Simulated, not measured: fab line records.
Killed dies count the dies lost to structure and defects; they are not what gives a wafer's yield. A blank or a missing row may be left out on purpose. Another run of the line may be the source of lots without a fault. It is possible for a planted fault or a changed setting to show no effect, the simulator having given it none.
One fault seen from 2 desks	flow rit_cmos	what lay behind the numbers comes last; until then each desk has only its own

DESK OF THE TOOL OWNER: iline_stepper-01
The tool's own readings at RIT_NRETRO_EXPOSE_03 (exposes mask M4, target cd 43900 nm): means of the sampled wafers that have a number, for each lot that ran on this tool. The brackets show how far a lot's mean lies from the usual mean; more than 4 standard deviations puts the lot out of limits, marked OUT.
Columns: A = focus_offset_nm at RIT_NRETRO_EXPOSE_03, usual 0.0 nm
lot	first seen here	A
L390	day 2 11:50	-0.3
L391	day 2 16:05	-0.1
L392	day 2 20:16	0.1
L393	day 3 01:34	-0.1
L394	day 3 07:34	0.5
L395	day 3 12:56	-1.1
This desk's verdict: no lot among the 6 shows anything out of limits.

AT THE METROLOGY DESK
Lot by lot, what the gauges showed, no matter which tool ran the lot: averages of those sampled wafers that carry a number. The brackets show how far a lot's mean lies from the usual mean; more than 4 standard deviations puts the lot out of limits, marked OUT.
Columns: A = NRETRO_OVL at RIT_NRETRO_OVL_MEAS_06, usual 0.1 nm
lot	first seen here	A
L389	day 2 07:12	0.0
L390	day 2 12:14	0.4
L391	day 2 16:31	-0.1
L392	day 2 20:40	-301.4 (-99 or more) OUT
L393	day 3 02:00	-299.8 (-99 or more) OUT
L394	day 3 08:00	-299.9 (-99 or more) OUT
L395	day 3 13:20	-298.5 (-99 or more) OUT
L398	day 4 04:29	1.9
L401	day 4 20:26	1.6
L402	day 4 23:54	1.7
L404	day 5 09:49	-1.2
L405	day 5 14:53	0.3
L406	day 5 21:02	2.4
L408	day 6 05:56	-0.5
L409	day 6 11:27	-2.4
L412	day 7 01:04	1.5
Per this desk, out of limits: L392, L393, L394, L395; the first was L392, day 2 20:40 (NRETRO_OVL at RIT_NRETRO_OVL_MEAS_06). In limits: L389, L390, L391, L398, L401, L402, L404, L405, L406, L408, L409, L412.

TAKEN TOGETHER
Metrology desk: alarm possible at day 2 20:40 on L392, L393, L394, L395.
The desk of the tool owner found nothing out of limits.
Tool owner's desk: L392, L393, L394, L395 on record, inside its limits.
RIT_NRETRO_EXPOSE_03 was run on iline_stepper-01 by each of the lots named.

WHAT THE SIMULATOR HAD INSERTED
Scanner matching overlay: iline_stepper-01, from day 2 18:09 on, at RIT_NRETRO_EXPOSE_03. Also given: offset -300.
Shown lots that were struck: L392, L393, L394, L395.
Time in hours between the start of the fault and the first out-of-limits reading at each desk: metrology desk, 3.
